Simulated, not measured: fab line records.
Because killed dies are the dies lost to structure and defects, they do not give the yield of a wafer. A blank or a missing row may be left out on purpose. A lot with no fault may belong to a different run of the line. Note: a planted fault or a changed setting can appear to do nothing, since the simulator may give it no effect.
Struck lot and sound lot, side by side | flow ritCmos | 21 steps out of a route of 202
Sound: the wafers L388.1, L388.2, L388.3. The struck wafers were L394.2, L394.3, L394.5. At the end, the cause is stated.
At each step with rows: each side's tool, then ch and its chambers, then its first start. Under that, the readings that differ: sound wafers | struck wafers | difference of the means | sigmas: that difference in standard deviations of wafers without a fault.
alike: same words and numbers on both sides, and readings whose means sit less than 2 such deviations apart. not compared: any withheld reading, any reading some wafer has no value for, any bound like >300 that may hide the same value, and any number with overlapping values for which the record gives no deviation.
The two part at a step that has a row with sigmas, a row that says differs or no value, or rows on one side only. Numbers that have no deviation but don't overlap get no sigmas and don't part them. A reading missing from all wafers of one side parts the sides only when that side holds two or more wafers.

first, 3 steps without rows for these wafers: RIT_GATE_CLEAN_02 (cleans in dHF, time 30 s); RIT_GATE_CLEAN_03 (cleans in SC2, time 600 s); RIT_GATE_CLEAN_04 (cleans in dHF, time 60 s).
RIT_FOX2_THK_MEAS_91:
  sound on filmMetro-02, day 3 02:58; struck on filmMetro-01, day 4 09:35
  alike: FIELD_OXIDE_LEFT_2_THK
then, 2 steps without rows for these wafers: RIT_GATE_OXIDATION_05 (target thk 3 nm, ox time 270 s); RIT_GATE_ANNEAL_06 (time 600 s).
RIT_GATE_THK_MEAS_07:
  sound on filmMetro-04, day 3 08:01; struck on filmMetro-04, day 4 12:25
  alike: GATE_OXIDE_THK
then, 1 step without rows for these wafers: RIT_GATE_CVD_08 (deposits poly-Si from SiH4, target thk 250 nm, time 2220 s).
RIT_GATE_THK_MEAS_09:
  sound on filmMetro-01, day 3 09:41; struck on filmMetro-02, day 4 14:05
  alike: GATE_POLY_THK
then, 3 steps without rows for these wafers: RIT_GATE_HMDS_10 (prime time 60 s); RIT_GATE_COAT_11 (resist thk 850 nm); RIT_GATE_SOFTBAKE_12 (time 60 s).
RIT_GATE_EXPOSE_13: exposes mask M6, target cd 150 nm.
  sound on ilineStepper-01 ch 0, day 3 10:21; struck on ilineStepper-01 ch 0, day 4 14:44
reading | sound          | struck                  | difference | sigmas
mask    | M6#0 M6#0 M6#0 | M6_R1#0 M6_R1#0 M6_R1#0 | differs    | 
then, 2 steps without rows for these wafers: RIT_GATE_PEB_14; RIT_GATE_DEVELOP_15 (develop time 50 s).
RIT_GATE_CD_MEAS_16: the cd target is 150 nm.
  sound on cdSem-01, day 3 10:47; struck on cdSem-01, day 4 15:08
reading   | sound             | struck            | difference | sigmas
cdNm (nm) | 150.1 153.2 155.0 | 122.6 122.3 124.9 | -29.5      | -12
RIT_GATE_OVL_MEAS_17:
  sound on overlay-01, day 3 10:54; struck on overlay-02, day 4 15:14
  alike: GATE_OVL
then, 1 step without rows for these wafers: RIT_GATE_HARDBAKE_18 (time 60 s).
RIT_GATE_ETCH_19: etches poly-Si in SF6/CHF3/O2, stops on SiO2, time 168.1 s, target depth 312.5 nm.
  sound on rieSi-01 ch 0,1,3, day 3 11:09; struck on rieSi-01 ch 2,3, day 4 15:25
reading              | sound             | struck          | difference | sigmas
model.GATE.cdNm (nm) | 150.2 153.5 155.1 | 122.4 122.4 125 | -29.7      | 
  alike: O2_flow_sccm, drypumpMotorCurrentA, oesProductAu, throttleValvePct
  not compared: rfHoursCounterH
RIT_GATE_STRIP_20: strips in O2, time 180 s.
  sound on plasmaAsher-04 ch 0,1, day 3 11:15; struck on plasmaAsher-01 ch 0,1, day 4 15:31
  alike: drypumpMotorCurrentA
  not compared: rfHoursCounterH
RIT_M1_PROBE_99:
  sound on prober-01, day 4 07:27; struck on prober-01, day 5 11:38
reading                          | sound             | struck            | difference | sigmas
killedAtFrontEnd                 | 5 9 7             | 63 59 60          | +54        | +16
killedDies                       | 5 9 7             | 63 59 61          | +54        | +16
killedOnRim                      | 4 1 1             | 36 32 35          | +32        | +22
model.etest.pmos_0p3.rOnOhmUm    | 6570 6424 6577    | 5497 5467 5474    | -1044      | 
model.etest.pmosTurned.rOnOhmUm  | 3647 3685 3738    | 2620 2560 2644    | -1082      | 
model.etest.pmos_0p15.rOnOhmUm   | 2909 2928 3023    | 2013 1982 2048    | -939       | 
model.etest.nmos_0p15.rOnOhmUm   | 1164 1160 1210    | 889.8 892 915     | -279.1     | 
model.etest.nmos_0p3.rOnOhmUm    | 2206 2178 2218    | 1913 1925 1929    | -278       | 
model.etest.nmos_0p15.driveUaUm  | 456.8 446.4 438.2 | 629.5 635.7 618.3 | +180.7     | 
model.etest.pmos_0p15.driveUaUm  | 243 238.3 230.7   | 371.4 380.6 363.7 | +134.6     | 
model.etest.nmosTurned.driveUaUm | 307.6 302.5 302.1 | 416.7 429.1 413.6 | +115.7     | 
  alike: killedAtContacts, killedOpen, killedShort

WHERE THEY PART
First at RIT_GATE_EXPOSE_13; last, within this record, at RIT_M1_PROBE_99.

WHY: what the simulator had put in
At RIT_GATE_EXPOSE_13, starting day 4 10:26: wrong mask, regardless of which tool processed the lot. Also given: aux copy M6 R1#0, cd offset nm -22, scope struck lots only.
